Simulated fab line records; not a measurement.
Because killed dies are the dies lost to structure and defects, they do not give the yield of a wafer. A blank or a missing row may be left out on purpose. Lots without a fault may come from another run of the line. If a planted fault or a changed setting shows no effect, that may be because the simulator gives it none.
A struck lot beside a sound one	flow rit_cmos	43 out of 202 route steps
Sound: the wafers L509.4, L509.5, L509.6. The struck wafers were L523.1, L523.2, L523.4. The cause is given at the end.
Order at every step that has rows: each side's tool, ch and its chambers, its first start. Under that, the readings that differ: sound wafers	struck wafers	difference of the means	sigmas: that difference in standard deviations of wafers without a fault.
alike: words and numbers the same on both sides, and readings whose means are apart by under 2 such deviations; not compared: readings that were withheld, readings missing a value for some wafer, numbers with overlapping values and no deviation given by the record, and bounds like >300 which may hide the same value.
A row with sigmas, a row that says differs or no value, or rows on one side alone: a step with any of these is where the two part. When numbers do not overlap yet have no deviation, they are printed without sigmas and do not part them. A reading that every wafer of one side lacks parts them only if that side has two wafers or more.

RIT_ACTIVE_ETCH_13: etches Si3N4 in SF6, stops on SiO2, time 210 s, target depth 210 nm.
  sound on rie_diel-03 ch 0,1,3, day 3 07:25; struck on rie_diel-03 ch 0,1, day 6 05:22
  alike: drypump_motor_current_A, oes_product_au, throttle_valve_pct
  not compared: rf_hours_counter_h
RIT_ACTIVE_STRIP_14: strips in O2, time 180 s.
  sound on plasma_asher-01 ch 0,1, day 3 07:32; struck on plasma_asher-04 ch 0,1, day 6 05:29
  alike: drypump_motor_current_A
  not compared: rf_hours_counter_h
RIT_ACTIVE_CD_MEAS_90: target cd 1400 nm.
  sound on cd_sem-02 at day 3 07:43; struck on cd_sem-02 at day 6 05:40
  alike: cd_nm
then, 4 steps without rows for these wafers: RIT_ACTIVE_CLEAN_15 (cleans in SC1, time 600 s); RIT_ACTIVE_CLEAN_16 (cleans in dHF, time 30 s); RIT_ACTIVE_CLEAN_17 (cleans in SC2, time 600 s); RIT_FOX1_OXIDATION_00 (target thk 350.7 nm, ox time 1130 s).
RIT_FOX1_THK_MEAS_01:
  sound on film_metro-03 at day 3 09:29; struck on film_metro-03 at day 6 09:32
  alike: FOX1_OXIDE_THK
then, 2 steps without rows for these wafers: RIT_FOX1_WET_ETCH_02 (etches SiO2 in BOE, target depth 350 nm, time 390 s); RIT_FOX2_OXIDATION_00 (target thk 350.7 nm, ox time 1130 s).
RIT_FOX2_THK_MEAS_01:
  sound on film_metro-03 at day 3 10:59; struck on film_metro-01 at day 6 11:01
  alike: FOX2_OXIDE_THK
then, 1 step without rows for these wafers: RIT_FOX2_CLEAN_02 (cleans in dHF, time 180 s).
RIT_FOX2_WET_ETCH_03: etches Si3N4 in H3PO4, target depth 195 nm, time 2700 s.
  sound on wet_bench-03 ch 2, day 3 11:04; struck on wet_bench-04 ch 2, day 6 11:08
RIT_FOX2_THK_MEAS_90:
  sound on film_metro-03 at day 3 11:52; struck on film_metro-01 at day 6 11:53
  alike: FIELD_OXIDE_LEFT_1_THK
then, 6 steps without rows for these wafers: RIT_NWELL_HMDS_00 (prime time 60 s); RIT_NWELL_COAT_01 (resist thk 1300 nm); RIT_NWELL_SOFTBAKE_02 (time 60 s); RIT_NWELL_EXPOSE_03 (exposes mask M2, target cd 43900 nm); RIT_NWELL_PEB_04; RIT_NWELL_DEVELOP_05 (develop time 68 s).
RIT_NWELL_OVL_MEAS_06:
  sound on overlay-01 at day 3 12:55; struck on overlay-01 at day 6 12:50
  alike: NWELL_OVL
then, 2 steps without rows for these wafers: RIT_NWELL_HARDBAKE_07 (time 120 s); RIT_NWELL_IMPLANT_08.
RIT_NWELL_STRIP_09: strips in O2, time 180 s.
  sound on plasma_asher-01 ch 0,1, day 3 13:23; struck on plasma_asher-01 ch 0,1, day 6 13:16
  alike: drypump_motor_current_A
  not compared: rf_hours_counter_h
RIT_NWELL_TW_MEAS_10:
  sound on film_metro-03 at day 3 13:32; struck on film_metro-03 at day 6 13:27
  alike: NWELL_TW
then, 6 steps without rows for these wafers: RIT_PWELL_HMDS_00 (prime time 60 s); RIT_PWELL_COAT_01 (resist thk 1300 nm); RIT_PWELL_SOFTBAKE_02 (time 60 s); RIT_PWELL_EXPOSE_03 (exposes mask M3, target cd 43700 nm); RIT_PWELL_PEB_04; RIT_PWELL_DEVELOP_05 (develop time 70.64 s).
RIT_PWELL_OVL_MEAS_06:
  sound on overlay-02 at day 3 14:28; struck on overlay-02 at day 6 14:31
  alike: PWELL_OVL
then, 2 steps without rows for these wafers: RIT_PWELL_HARDBAKE_07 (time 120 s); RIT_PWELL_IMPLANT_08.
RIT_PWELL_STRIP_09: strips in O2, time 180 s.
  sound on plasma_asher-04 ch 0,1, day 3 14:56; struck on plasma_asher-02 ch 0,1, day 6 14:57
  alike: drypump_motor_current_A
  not compared: rf_hours_counter_h
RIT_PWELL_TW_MEAS_10:
  sound on film_metro-04 at day 3 15:05; struck on film_metro-03 at day 6 15:07
reading	sound	struck	difference	sigmas
PWELL_TW	959 960 959	939 933 932	-25	-3
then, 1 step without rows for these wafers: RIT_WELLDRIVE_ANNEAL_00 (time 14700 s).
RIT_WELLDRIVE_RS_MEAS_01: a four-point-probe measurement.
  sound on film_metro-03 at day 3 20:31; struck on film_metro-04 at day 6 20:40
  alike: NWELL_RS
RIT_WELLDRIVE_RS_MEAS_02: a four-point-probe measurement.
  sound on film_metro-03 at day 3 20:38; struck on film_metro-04 at day 6 20:47
  alike: PWELL_RS
then, 3 steps without rows for these wafers: RIT_NRETRO_HMDS_00 (prime time 60 s); RIT_NRETRO_COAT_01 (resist thk 1300 nm); RIT_NRETRO_SOFTBAKE_02 (time 60 s).
RIT_M1_PROBE_99:
  sound on prober-02 at day 5 00:53; struck on prober-02 at day 8 00:40
reading	sound	struck	difference	sigmas
killed_at_front_end	6 15 6	28 24 26	+17	+6
killed_dies	6 15 6	28 24 26	+17	+6
killed_on_rim	3 6 1	7 7 6	+3	+3
  alike: killed_at_contacts, killed_open, killed_short

WHERE THEY PART
First at RIT_PWELL_TW_MEAS_10; last, within this record, at RIT_M1_PROBE_99.

WHY: whatever the simulator had introduced
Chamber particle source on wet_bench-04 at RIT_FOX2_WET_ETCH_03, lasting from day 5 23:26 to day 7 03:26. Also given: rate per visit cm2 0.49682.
